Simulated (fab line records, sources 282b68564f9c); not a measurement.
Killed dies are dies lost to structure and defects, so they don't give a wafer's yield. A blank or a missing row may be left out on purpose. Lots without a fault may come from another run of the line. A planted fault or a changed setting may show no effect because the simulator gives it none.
Which tool did it? | flow rit_cmos | 14 lots, 42 wafers sampled, at 2 steps of a route of 202

WHAT THE GAUGES READ, wafer by wafer
RIT_CONTACT_THK_MEAS_01.
lot  | measured    | on            | CONTACT_TEOS_THK (nm)
L941 | day 3 03:37 | film_metro-04 | 400 396 400
L942 | day 3 08:06 | film_metro-04 | 388 393 404
L943 | day 3 14:38 | film_metro-04 | 398 403 400
L944 | day 3 18:43 | film_metro-04 | 391 395 406
L946 | day 4 03:46 | film_metro-04 | 394 398 406
L949 | day 4 21:04 | film_metro-01 | 394 392 405
L951 | day 5 04:37 | film_metro-04 | 253 393 403
L953 | day 5 15:08 | film_metro-02 | 391 255 398
L957 | day 6 10:02 | film_metro-01 | 393 396 404
L958 | day 6 16:32 | film_metro-04 | 392 401 408
L960 | day 7 03:00 | film_metro-02 | 390 402 398
L961 | day 7 09:29 | film_metro-01 | 398 409 410
L963 | day 7 17:30 | film_metro-04 | 393 400 398
L964 | day 8 00:17 | film_metro-02 | 399 391 392

WHICH TOOL RAN EACH LOT (tool, then ch and the chambers of the sampled wafers, then the start)
lot  | RIT_CONTACT_CVD_00
L941 | pecvd-01 ch 0,2, day 3 03:34
L942 | pecvd-02 ch 0,2, day 3 08:03
L943 | pecvd-04 ch 0,1,2, day 3 14:34
L944 | pecvd-01 ch 0,2, day 3 18:38
L946 | pecvd-04 ch 0,2, day 4 03:43
L949 | pecvd-04 ch 0,1,2, day 4 21:01
L951 | pecvd-04 ch 0,1,2, day 5 04:34
L953 | pecvd-04 ch 0,1, day 5 15:05
L957 | pecvd-02 ch 0,1,2, day 6 09:58
L958 | pecvd-01 ch 0,1,2, day 6 16:28
L960 | pecvd-02 ch 0,2, day 7 02:56
L961 | pecvd-01 ch 0,2, day 7 09:26
L963 | pecvd-02 ch 0,2, day 7 17:26
L964 | pecvd-01 ch 0,1,2, day 8 00:14
- RIT_CONTACT_CVD_00: deposits SiO2 from TEOS, target thk 400 nm, time 61 s.

WHAT THE TOOLS THEMSELVES READ (means of the sampled wafers that have a number; where no wafer has one, the mark that the record gives instead)
RIT_CONTACT_CVD_00.
lot  | tool     | heater_power_w (W) | susceptor_temp_C (C)
L941 | pecvd-01 | 274                | 389.90
L942 | pecvd-02 | 234                | 389.82
L943 | pecvd-04 | 354                | 389.96
L944 | pecvd-01 | 293                | 389.76
L946 | pecvd-04 | 329                | 390.00
L949 | pecvd-04 | 350                | 390.12
L951 | pecvd-04 | 375                | 389.88
L953 | pecvd-04 | 386                | 389.98
L957 | pecvd-02 | 303                | 389.99
L958 | pecvd-01 | 314                | 390.05
L960 | pecvd-02 | 226                | 390.10
L961 | pecvd-01 | 293                | 389.69
L963 | pecvd-02 | 273                | 390.07
L964 | pecvd-01 | 320                | 389.99

THE ANSWER, worked out from the rows above alone
Rule: what is usual is taken from the lots themselves. Put in order of their means at a reading, lots are off if they are a third of the lots or fewer, leave a main group of 4 or more, and stand apart from it by a gap of 3 or more times the standard deviation of the main group's means; of several such gaps the widest counts. A main group whose means are all the same, to the digits that the tables above print for the reading, isn't used. A lot without any number at a reading at which 4 lots or more have one is off too. The other lots that the step has rows for count as sound. The gauges are gone through in route order, then the tools' own readings, and for those a lot's mean is taken as printed above. The first step at which some lot is off is used, and at that step the reading that is off furthest; a lot without a number counts as furthest.
Off: L951, L953, at RIT_CONTACT_THK_MEAS_01 (CONTACT_TEOS_THK). The main group: mean 398 nm, standard deviation 2.9.
A tool fits if, at a process step before that reading, it ran every lot that is off, and no sound lot after the first of them. The gauges at RIT_CONTACT_THK_MEAS_01 are tried like those tools. One fits: pecvd-04 at RIT_CONTACT_CVD_00. Its last sound lot is L949 (day 4 21:01), its first lot that is off L951 (day 5 04:34): a fault that began between those two fits.

WHAT THE SIMULATOR HAD PUT IN
Process parameter drift: pecvd-04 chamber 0, from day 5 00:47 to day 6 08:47, at RIT_CONTACT_CVD_00. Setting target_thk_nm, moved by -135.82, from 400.
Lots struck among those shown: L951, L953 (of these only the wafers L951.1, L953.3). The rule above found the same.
